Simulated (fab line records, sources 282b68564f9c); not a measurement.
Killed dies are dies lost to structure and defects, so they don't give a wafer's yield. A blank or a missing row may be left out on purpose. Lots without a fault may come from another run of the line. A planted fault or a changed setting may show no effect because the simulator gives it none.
Problem report in the 8D (eight disciplines) form, filled by code | flow rit_cmos | the parts of the form that need people (team, actions taken, sign-off) are left out

1. THE PROBLEM
heater_power_total_W at RIT_CONTACT_SOFTBAKE_04 reads a mean of 33.22 W on 6 wafers of 2 lots; wafers without a fault read 34.57 W with a standard deviation of 0.048. That is -28 standard deviations from the usual mean.
The step: time 60 s.
First seen on wafer L572.3, day 6 10:38, on litho_track-04. The record holds 42 wafers of 14 lots with a number at this step. Rule for "out", or "out of limits": more than 4 standard deviations from the usual mean. The other wafers with a number count as sound.

2. WHAT IT IS AND WHAT IT IS NOT
question                    | is                                 | is not
which readings at this step | heater_power_total_W, plate_temp_C | -
which lots                  | L572, L578                         | L556, L557, L558, L560, L561, L563, L564, L565, L566, L568, L570, L571
which wafers of those lots  | all that have a number             | -
read on which tools         | litho_track-04                     | litho_track-01, litho_track-02
when                        | from day 6 10:38                   | up to then (36 sound wafers)

3. SUSPECTS, AND WHAT RULES EACH OUT
Counting: a tool at a process step up to the reading stays a suspect if it ran every lot that is out and no sound lot after the first of them.
- litho_track-04 at RIT_CONTACT_SOFTBAKE_04 (time 60 s): kept. It ran every lot that is out, first L572 (day 6 10:38), and no sound lot after that; its last sound lot up to then is L568 (day 5 14:10). Its own readings are out on those wafers: heater_power_total_W, plate_temp_C.
Left after counting: litho_track-04 at RIT_CONTACT_SOFTBAKE_04.

4. THE CAUSE (what the simulator had put in)
Process parameter drift: litho_track-04, from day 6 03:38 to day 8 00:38, at RIT_CONTACT_SOFTBAKE_04. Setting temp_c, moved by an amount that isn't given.
Counting left only this tool.

5. THE CHAIN OF EFFECTS, in route order
Each row: a reading whose mean over the struck wafers that have a number lies more than 3 standard deviations from the usual. Only readings for which the record gives a usual standard deviation are gone through. hours: the time from each lot's start at the first step in this table that gives one to its start at this step, as a median over the lots. sigmas: the change in usual standard deviations.
hours | step                    | reading              | usual   | on struck wafers | change | sigmas
0     | RIT_CONTACT_SOFTBAKE_04 | heater_power_total_W | 34.57 W | 33.22            | -1.35  | -28
0     | RIT_CONTACT_SOFTBAKE_04 | plate_temp_C         | 90.01 C | 87.44            | -2.57  | -21
The process steps in it:
- RIT_CONTACT_SOFTBAKE_04: time 60 s.

6. WHAT WOULD HAVE CAUGHT IT SOONER
In this record the first reading out of limits was taken at day 6 10:38, 7 hours after the fault began at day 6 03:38.
